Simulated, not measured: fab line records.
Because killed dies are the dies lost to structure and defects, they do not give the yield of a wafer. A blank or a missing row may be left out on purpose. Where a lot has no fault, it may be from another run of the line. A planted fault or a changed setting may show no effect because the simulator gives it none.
Problem report in the 8D (eight disciplines) form, filled by code -- flow rit-cmos -- the parts of the form that need people (team, actions taken, sign-off) are left out

== 1. THE PROBLEM ==
Wafers without a fault read 628 s with a standard deviation of 3.7, while run-length-s at RIT_REOX_CLEAN_02 averages 594 s across 3 wafers of 1 lot. Relative to the usual mean, that is a shift of -9.2 standard deviations.
The step: cleans in SC2, time 600 s.
First seen on wafer L263.1, day 5 05:02, on wet-bench-03. At this step, 39 wafers from 13 lots have a number in the record. Rule for "out" (also "out of limits"): further than 4 standard deviations from the usual mean. The other wafers with a number count as sound.

== 2. WHAT IT IS AND WHAT IT IS NOT ==
question,is,is not
which readings at this step,run-length-s,-
which lots,L263,"L251, L253, L255, L256, L257, L260, L264, L268, L270, L271, L273, L274"
which wafers of those lots,all that have a number,-
read on which tools,wet-bench-03,"wet-bench-02, wet-bench-04"
when,from day 5 05:02,"up to then (18 sound wafers); but 18 sound wafers of L264, L268, L270, L271, L273, L274 came after"

== 3. THE SUSPECTS, EACH WITH WHAT RULES IT OUT ==
Counting: any tool at a process step up to the reading is kept as a suspect provided that every lot that is out went through it and no sound lot did after the first of them.
- plasma-asher-04 at RIT_GATE_STRIP_20 (strips in O2, time 180 s): ruled out as a lasting fault. Following L263 (day 5 04:33), the first lot on it that is out, the sound lots L264, L268, L271, L273 were run on it.
- wet-bench-03 at RIT_REOX_CLEAN_02 (cleans in SC2, time 600 s): ruled out as a lasting fault. Following L263 (day 5 05:02), the first lot on it that is out, the sound lots L270 were run on it.
Left after counting: nothing in the record.

== 4. THE CAUSE (what the simulator had put in) ==
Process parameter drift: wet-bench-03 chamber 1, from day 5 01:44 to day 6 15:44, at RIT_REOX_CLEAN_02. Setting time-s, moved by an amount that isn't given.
Counting ruled it out, wrongly.

== 5. THE CHAIN OF EFFECTS, in route order ==
Each row: a reading whose mean over the struck wafers that have a number lies more than 3 standard deviations from the usual. Readings are gone through only where the record gives a usual standard deviation; hours: the median, over the lots, of the time from a lot's start at the first step in this table giving one to that lot's start at this step; sigmas: the change measured in usual standard deviations.
hours,step,reading,usual,on struck wafers,change,sigmas
0,RIT_REOX_CLEAN_02,run-length-s,628 s,594,-34,-9.2
Its process steps:
- RIT_REOX_CLEAN_02: cleans in SC2, time 600 s.

== 6. HOW IT WOULD HAVE BEEN CAUGHT EARLIER ==
In this record the first reading out of limits was taken at day 5 05:02, 3 hours after the fault began at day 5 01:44.
